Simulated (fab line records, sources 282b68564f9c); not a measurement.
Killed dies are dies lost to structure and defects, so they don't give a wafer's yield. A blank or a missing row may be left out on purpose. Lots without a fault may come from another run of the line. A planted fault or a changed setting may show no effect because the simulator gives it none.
fab line records | flow rit_cmos
record lots=7 wafers=21 last_day=6
route steps=202 shown REOX@98 NLDD@103 M1@202
lots that met no fault: from a run of the same line without faults
start_h: hours from the record's first day to the start of the lot's first wafer shown | wait_h: hours since the lot's step before | " the same as in the row above | L1.1+2: a row that stands for several wafers | - no value, or no start given | * or withheld: withheld | < > ~ a bound
route shown NAME@n: a module of which the file shows steps, and the number in the route of the first | usual: mean/standard deviation of fault-free wafers | same: alike in all rows | chamber/n: place in a boat | sites: the reading at each site | _std_site: their standard deviation | _edge_site: outer sites' mean less inner sites' | radius_mm: how far each site lies from the wafer's centre | mask NAME#n: copy n | behind: the tool/chamber that last shaped the wafer | hold: why the lot was held/for how many hours/how that ended | device: the transistor (n, p or np) that didn't switch | end of line: the same wafers' tests at the end of the route | a step without rows: its recipe alone | killed: dies lost to structure and defects at the first sort, not the wafer's yield | map: a wafer's dies, x killed, . not, _ none there
set.NAME: the setting as run; set.NAME@STEP: as run at that earlier step | model.NAME: the simulator's own value behind a step, which no gauge read
lots at some steps of the route; a table a step, a row a wafer
## steps
# step RIT_REOX_CLEAN_00
# recipe chemistry=SC1 mix=3:3:50 time_s=600 temp_c=75
# step RIT_REOX_CLEAN_01
# recipe chemistry=dHF dilution=50:1 time_s=30
# step RIT_REOX_CLEAN_02
# recipe chemistry=SC2 mix=3:3:50 time_s=600 temp_c=75 dry=n2_spin
# step RIT_REOX_OXIDATION_03
# recipe temp_c=900 ambient=O2 target_thk_a=252 ox_time_s=5580
# step RIT_REOX_THK_MEAS_04
# recipe reads=SiO2_of_REOX_OXIDATION_03
# usual REOX_OXIDE_THK=25.0/0.47
# columns lot.wafer tool chamber start_h wait_h REOX_OXIDE_THK[nm]
L327.3 film_metro-04 - 54.89 0.0 25.6
L327.4 " - " " 25.3
L327.5 " - " " 24.9
L336.1 film_metro-04 - 109.53 0.0 25.4
L336.2 " - " " 25.4
L336.6 " - " " 25.3
L337.1 film_metro-04 - 118.56 0.0 25.3
L337.3 " - " " 25.6
L337.5 " - " " 25.9
L338.2 film_metro-04 - 118.63 0.1 25.6
L338.5 " - " " 25.7
L338.6 " - " " 25.6
L339.2 film_metro-04 - 124.10 0.0 25.0
L339.4 " - " " 25.0
L339.5 " - " " 24.6
L341.1 film_metro-03 - 131.37 0.0 24.6
L341.3 " - " " 24.8
L341.4 " - " " 24.7
L342.2 film_metro-03 - 138.49 0.0 24.6
L342.3 " - " " 24.7
L342.6 " - " " 24.8
# step RIT_NLDD_HMDS_00
# recipe prime_time_s=60 prime_temp_c=140
# step RIT_NLDD_COAT_01
# recipe resist=NOVOLAK spin_rpm=3250 resist_thk_nm=1000
# step RIT_NLDD_SOFTBAKE_02
# recipe resist=NOVOLAK temp_c=90 time_s=60
# step RIT_NLDD_EXPOSE_03
# recipe mask_id=M7 na=0.57 target_cd_nm=40700 dose_mj=250
# step RIT_NLDD_PEB_04
# recipe resist=NOVOLAK temp_c=withheld time_s=withheld
# step RIT_NLDD_DEVELOP_05
# recipe resist=NOVOLAK develop_time_s=50 dev_temp_c=23
# step RIT_NLDD_OVL_MEAS_06
# usual NLDD_OVL=0.3/1.2
# columns lot.wafer tool chamber start_h wait_h NLDD_OVL[nm]
L327.3 overlay-01 - 55.79 - 0.0
L327.4 " - " " 0.4
L327.5 " - " " -0.3
L336.1 overlay-01 - 110.57 - 2.1
L336.2 " - " " 0.5
L336.6 " - " " 0.4
L337.1 overlay-02 - 119.47 - -1.5
L337.3 " - " " -1.1
L337.5 " - " " 0.2
L338.2 overlay-02 - 119.71 - -1.6
L338.5 " - " " -1.1
L338.6 " - " " 0.2
L339.2 overlay-02 - 125.00 - 1.7
L339.4 " - " " 0.6
L339.5 " - " " -0.8
L341.1 overlay-02 - 132.68 - 1.5
L341.3 " - " " 0.5
L341.4 " - " " -0.1
L342.2 overlay-01 - 139.52 - -0.3
L342.3 " - " " 0.9
L342.6 " - " " 0.2
# step RIT_NLDD_HARDBAKE_07
# recipe resist=NOVOLAK temp_c=140 time_s=60
# usual heater_power_total_W=62.55/0.046 plate_temp_C=140.03/0.13
# columns lot.wafer tool chamber start_h wait_h heater_power_total_W plate_temp_C
L327.3 litho_track-04 0 55.86 0.1 62.55 140.03
L327.4 " 0 " " 62.58 140.12
L327.5 " 0 " " 62.49 140.17
L336.1 litho_track-03 0 110.60 0.0 62.51 140.19
L336.2 " 0 " " 62.59 140.08
L336.6 " 0 " " 62.58 139.95
L337.1 litho_track-04 0 119.50 0.0 63.19 141.10
L337.3 " 0 " " 63.06 141.13
L337.5 " 0 " " 63.11 141.27
L338.2 litho_track-04 0 119.77 0.0 63.04 141.05
L338.5 " 0 " " 63.01 141.15
L338.6 " 0 " " 63.19 141.22
L339.2 litho_track-04 0 125.15 0.1 63.09 140.93
L339.4 " 0 " " 63.15 140.84
L339.5 " 0 " " 63.16 141.05
L341.1 litho_track-03 0 132.83 0.1 62.52 139.94
L341.3 " 0 " " 62.51 140.18
L341.4 " 0 " " 62.52 140.20
L342.2 litho_track-02 0 139.57 0.0 62.49 139.83
L342.3 " 0 " " 62.64 139.98
L342.6 " 0 " " 62.44 140.13
# step RIT_NLDD_IMPLANT_08
# recipe species=P energy_kev=20 dose_cm2=5e+14 tilt_deg=7
# step RIT_M1_PROBE_99
# usual killed_at_contacts=0.1/0.24 killed_at_front_end=6.6/2.7 killed_dies=6.6/2.7 killed_open=3.3/1.8 killed_short=3.4/1.9
# same gross_dies=264 killed_at_M0_to_M3=0 killed_at_M4_up=0 killed_at_back_side=0 killed_at_other=0
# columns lot.wafer tool chamber start_h wait_h killed_at_contacts killed_at_front_end killed_dies killed_open killed_short
L327.3 prober-02 - 71.69 0.2 0 2 2 0 2
L327.4 prober-02 - 71.74 0.2 0 4 4 2 2
L327.5 prober-02 - 71.79 0.2 0 9 9 3 6
L337.1 prober-02 - 136.05 0.1 0 7 7 5 2
L337.3 prober-02 - 136.15 0.2 0 5 5 3 2
L337.5 prober-02 - 136.25 0.2 0 5 5 2 3
L338.2 prober-01 - 136.42 0.1 0 10 10 5 5
L338.5 prober-01 - 136.57 0.2 0 10 10 7 3
L338.6 prober-01 - 136.62 0.2 0 1 1 0 1
L339.2 prober-02 - 141.01 0.1 0 8 8 4 4
L339.4 prober-02 - 141.11 0.2 0 8 8 3 5
L339.5 prober-02 - 141.16 0.2 0 4 4 1 3
L341.1 prober-02 - 149.43 0.1 0 3 3 3 0
L341.3 prober-02 - 149.53 0.2 1 7 8 4 4
L341.4 prober-02 - 149.58 0.2 0 7 7 3 4
L342.2 prober-01 - 155.47 0.1 0 9 9 4 5
L342.3 prober-01 - 155.52 0.2 0 6 6 5 1
L342.6 prober-01 - 155.67 0.2 0 1 1 1 0
# killed by level:class
L327.3 GATE:geometric_particle:short=1 REOX:geometric_particle:short=1
L327.4 FOX1:geometric_particle:short=1 FOX1:geometric_particle:open=1 SPACER:geometric_particle:open=1 SPACER:geometric_particle:short=1
L327.5 SPACER:geometric_particle:short=3 GATE:geometric_particle:short=2 REOX:geometric_particle:open=2 FOX1:geometric_particle:open=1 REOX:geometric_particle:short=1
L337.1 GATE:geometric_particle:open=4 GATE:geometric_particle:short=1 SPACER:geometric_particle:open=1 SILICIDE:geometric_particle:short=1
L337.3 FOX1:geometric_particle:open=2 GATE:geometric_particle:open=1 GATE:geometric_particle:short=1 SILICIDE:geometric_particle:short=1
L337.5 FOX1:geometric_particle:open=1 FOX2:geometric_particle:short=1 GATE:geometric_particle:short=1 GATE:geometric_particle:open=1 SPACER:geometric_particle:short=1
L338.2 FOX1:geometric_particle:short=2 FOX1:geometric_particle:open=2 SILICIDE:geometric_particle:open=2 GATE:geometric_particle:short=1 REOX:geometric_particle:open=1 SPACER:geometric_particle:short=1 SILICIDE:geometric_particle:short=1
L338.5 GATE:geometric_particle:open=4 SPACER:geometric_particle:open=3 SPACER:geometric_particle:short=2 GATE:geometric_particle:short=1
L338.6 FOX1:geometric_particle:short=1
L339.2 SPACER:geometric_particle:short=3 SPACER:geometric_particle:open=3 FOX2:geometric_particle:open=1 GATE:geometric_particle:short=1
L339.4 FOX2:geometric_particle:short=2 GATE:geometric_particle:short=2 REOX:geometric_particle:open=2 REOX:geometric_particle:short=1 SPACER:geometric_particle:open=1
L339.5 GATE:geometric_particle:short=2 REOX:geometric_particle:open=1 SILICIDE:geometric_particle:short=1
L341.1 GATE:geometric_particle:open=2 FOX1:geometric_particle:open=1
L341.3 GATE:geometric_particle:short=2 SPACER:geometric_particle:open=2 CONTACT:geometric_particle:short=1 GATE:geometric_particle:open=1 SILICIDE:geometric_particle:short=1 SILICIDE:geometric_particle:open=1
L341.4 GATE:geometric_particle:open=2 GATE:geometric_particle:short=2 SPACER:geometric_particle:short=2 REOX:geometric_particle:open=1
L342.2 GATE:geometric_particle:open=3 SILICIDE:geometric_particle:short=2 FOX1:geometric_particle:open=1 FOX1:geometric_particle:short=1 FOX2:geometric_particle:short=1 GATE:geometric_particle:short=1
L342.3 SILICIDE:geometric_particle:open=3 FOX1:geometric_particle:open=1 GATE:geometric_particle:open=1 SILICIDE:geometric_particle:short=1
L342.6 GATE:geometric_particle:open=1
## key
first_sign step=RIT_NLDD_HARDBAKE_07 reading=heater_power_total_W direction=up sigmas=12 usual=62.55 struck=63.11
effect step=RIT_NLDD_HARDBAKE_07 reading=plate_temp_C direction=up sigmas=8.1 usual=* struck=*
met_at RIT_NLDD_HARDBAKE_07
struck_wafers L337.1,L337.3,L337.5,L338.2,L338.5,L338.6,L339.2,L339.4,L339.5
tester_left_out L337,L338,L339
fault kind=process_parameter_drift tool=litho_track-04 chamber=- onset_h=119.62 steps=RIT_NLDD_HARDBAKE_07 channel=temp_c offset=* shape=step end_h=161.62 acts_in=* stated=*
# tester_left_out: of these lots the tester's yield and bins aren't shown, on N5 and GAA mostly nor the transistor test; their killed dies are dies lost to structure and defects alone, not to doping, threshold or leakage, so they don't give the yield
